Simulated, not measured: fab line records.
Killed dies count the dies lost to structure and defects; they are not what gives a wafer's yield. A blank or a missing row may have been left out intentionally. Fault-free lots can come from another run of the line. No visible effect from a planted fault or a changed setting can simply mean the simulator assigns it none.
Split-lot experiment :: flow rit cmos :: on a route of 202 steps: 5 lots, 23 wafers read

== THE SPLIT ITSELF ==
At RIT_GATE_OXIDATION_05 (target thk 3 nm, ox time 270 s), the setting ox time s was moved away from the recipe's 270 s on 15 of the 23 wafers read, by -5.9% to +10.3%. This setting was run at the recipe's value on the other wafers.

The split's own step is where the reading is taken.

== THE READING ==
SiO2_of_GATE_OXIDATION_05.thk nm (the simulator's own value, which no gauge read), in nm, at RIT_GATE_OXIDATION_05 (target thk 3 nm, ox time 270 s). The file does not state a usual value for it. Average 2.987 nm, standard deviation 0.058 nm, over the 8 wafers here run with the recipe.

wafer: L080.2
tool, chamber at the split: -, -
ox time s as run, s: 254.2
against the recipe: -5.9%
SiO2_of_GATE_OXIDATION_05.thk nm, nm: 2.941
against lot-mates on the recipe: no lot-mate on the recipe

wafer: L080.3
tool, chamber at the split: -, -
ox time s as run, s: 254.2
against the recipe: -5.9%
SiO2_of_GATE_OXIDATION_05.thk nm, nm: 2.867
against lot-mates on the recipe: no lot-mate on the recipe

wafer: L080.4
tool, chamber at the split: -, -
ox time s as run, s: 254.2
against the recipe: -5.9%
SiO2_of_GATE_OXIDATION_05.thk nm, nm: 2.873
against lot-mates on the recipe: no lot-mate on the recipe

wafer: L080.5
tool, chamber at the split: -, -
ox time s as run, s: 254.2
against the recipe: -5.9%
SiO2_of_GATE_OXIDATION_05.thk nm, nm: 2.841
against lot-mates on the recipe: no lot-mate on the recipe

wafer: L080.6
tool, chamber at the split: -, -
ox time s as run, s: 254.2
against the recipe: -5.9%
SiO2_of_GATE_OXIDATION_05.thk nm, nm: 2.939
against lot-mates on the recipe: no lot-mate on the recipe

wafer: L081.1
tool, chamber at the split: -, -
ox time s as run, s: 286.2
against the recipe: +6.0%
SiO2_of_GATE_OXIDATION_05.thk nm, nm: 3.067
against lot-mates on the recipe: no lot-mate on the recipe

wafer: L081.2
tool, chamber at the split: -, -
ox time s as run, s: 286.2
against the recipe: +6.0%
SiO2_of_GATE_OXIDATION_05.thk nm, nm: 3.037
against lot-mates on the recipe: no lot-mate on the recipe

wafer: L081.3
tool, chamber at the split: -, -
ox time s as run, s: 286.2
against the recipe: +6.0%
SiO2_of_GATE_OXIDATION_05.thk nm, nm: 3.104
against lot-mates on the recipe: no lot-mate on the recipe

wafer: L081.6
tool, chamber at the split: -, -
ox time s as run, s: 286.2
against the recipe: +6.0%
SiO2_of_GATE_OXIDATION_05.thk nm, nm: 3.104
against lot-mates on the recipe: no lot-mate on the recipe

wafer: L081.5
tool, chamber at the split: -, -
ox time s as run, s: 286.2
against the recipe: +6.0%
SiO2_of_GATE_OXIDATION_05.thk nm, nm: 3.082
against lot-mates on the recipe: no lot-mate on the recipe

wafer: L082.1
tool, chamber at the split: -, -
ox time s as run, s: 297.7
against the recipe: +10.3%
SiO2_of_GATE_OXIDATION_05.thk nm, nm: 3.264
against lot-mates on the recipe: no lot-mate on the recipe

wafer: L082.3
tool, chamber at the split: -, -
ox time s as run, s: 297.7
against the recipe: +10.3%
SiO2_of_GATE_OXIDATION_05.thk nm, nm: 3.229
against lot-mates on the recipe: no lot-mate on the recipe

wafer: L082.4
tool, chamber at the split: -, -
ox time s as run, s: 297.7
against the recipe: +10.3%
SiO2_of_GATE_OXIDATION_05.thk nm, nm: 3.186
against lot-mates on the recipe: no lot-mate on the recipe

wafer: L082.5
tool, chamber at the split: -, -
ox time s as run, s: 297.7
against the recipe: +10.3%
SiO2_of_GATE_OXIDATION_05.thk nm, nm: 3.228
against lot-mates on the recipe: no lot-mate on the recipe

wafer: L082.6
tool, chamber at the split: -, -
ox time s as run, s: 297.7
against the recipe: +10.3%
SiO2_of_GATE_OXIDATION_05.thk nm, nm: 3.27
against lot-mates on the recipe: no lot-mate on the recipe

wafer: L083.1
tool, chamber at the split: furnace-02, 0
ox time s as run, s: 270
against the recipe: recipe
SiO2_of_GATE_OXIDATION_05.thk nm, nm: 2.908
against lot-mates on the recipe: -

wafer: L083.3
tool, chamber at the split: furnace-02, 0
ox time s as run, s: 270
against the recipe: recipe
SiO2_of_GATE_OXIDATION_05.thk nm, nm: 2.937
against lot-mates on the recipe: -

wafer: L083.5
tool, chamber at the split: furnace-02, 0
ox time s as run, s: 270
against the recipe: recipe
SiO2_of_GATE_OXIDATION_05.thk nm, nm: 2.939
against lot-mates on the recipe: -

wafer: L085.1
tool, chamber at the split: -, -
ox time s as run, s: 270
against the recipe: recipe
SiO2_of_GATE_OXIDATION_05.thk nm, nm: 2.992
against lot-mates on the recipe: -

wafer: L085.2
tool, chamber at the split: -, -
ox time s as run, s: 270
against the recipe: recipe
SiO2_of_GATE_OXIDATION_05.thk nm, nm: 3.04
against lot-mates on the recipe: -

wafer: L085.3
tool, chamber at the split: -, -
ox time s as run, s: 270
against the recipe: recipe
SiO2_of_GATE_OXIDATION_05.thk nm, nm: 3.099
against lot-mates on the recipe: -

wafer: L085.5
tool, chamber at the split: -, -
ox time s as run, s: 270
against the recipe: recipe
SiO2_of_GATE_OXIDATION_05.thk nm, nm: 3.008
against lot-mates on the recipe: -

wafer: L085.6
tool, chamber at the split: -, -
ox time s as run, s: 270
against the recipe: recipe
SiO2_of_GATE_OXIDATION_05.thk nm, nm: 2.975
against lot-mates on the recipe: -

THE FIT
A straight line over all 23 wafers: SiO2_of_GATE_OXIDATION_05.thk nm changes by +0.0204 nm for each +1% of ox time s; r = +0.92; the points scatter about the line by 0.052 nm.
Too few moved wafers with a lot-mate on the recipe to fit a line net of each lot's own level.

== FILE'S OWN FIT ==
SiO2_of_GATE_OXIDATION_05.thk nm changes by +0.0204 nm for each +1% of ox time s, r = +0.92.
